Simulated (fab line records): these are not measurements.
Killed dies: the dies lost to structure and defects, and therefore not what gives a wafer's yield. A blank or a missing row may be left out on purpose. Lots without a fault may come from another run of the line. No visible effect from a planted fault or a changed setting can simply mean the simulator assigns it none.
One fault seen from 2 desks / flow berkeley_cmos170 / every desk sees just its own numbers, and what lay behind them comes last

## FOR THE TOOL OWNER'S DESK: litho_track-01
The tool's own readings at UCB170_CONTACT_DEVELOP_14 (develop time 45 s): means of the sampled wafers that have a number, for each lot that ran on this tool. Marked OUT: a lot whose mean sits more than 4 standard deviations from the usual mean, which makes it out of limits; the brackets give that distance.
Columns: A = chill_plate_temp_C at UCB170_CONTACT_DEVELOP_14, usual 22.99 C
lot=L469; first seen here=day 11 05:00; A=23.10
lot=L476; first seen here=day 12 20:00; A=22.98
This desk's verdict: no lot among the 2 shows anything out of limits.

## AT THE METROLOGY DESK
Means of the sampled wafers that have a number, per lot and without regard to the tool the lot ran on: this is what the gauges read. Marked OUT: a lot whose mean sits more than 4 standard deviations from the usual mean, which makes it out of limits; the brackets give that distance.
Columns: A = CONTACT_PSG_THK at UCB170_CONTACT_THK_MEAS_02, usual 700 nm; B = cd_nm at UCB170_CONTACT_CD_MEAS_15, usual 699.8 nm
lot=L468; first seen here=day 9 23:49; A=704; B=-
lot=L463; first seen here=day 9 23:49; A=700; B=-
lot=L469; first seen here=day 11 04:01; A=694; B=699.4
lot=L474; first seen here=day 11 16:18; A=699; B=698.4
lot=L476; first seen here=day 12 18:08; A=700; B=700.6
lot=L477; first seen here=day 12 18:09; A=691; B=699.1
This desk's verdict: no lot among the 6 shows anything out of limits.

## ALL TOGETHER
Nothing out of limits was seen by the tool owner's desk.
Metrology desk: nothing out of limits seen.

## WHAT WAS PUT IN BY THE SIMULATOR
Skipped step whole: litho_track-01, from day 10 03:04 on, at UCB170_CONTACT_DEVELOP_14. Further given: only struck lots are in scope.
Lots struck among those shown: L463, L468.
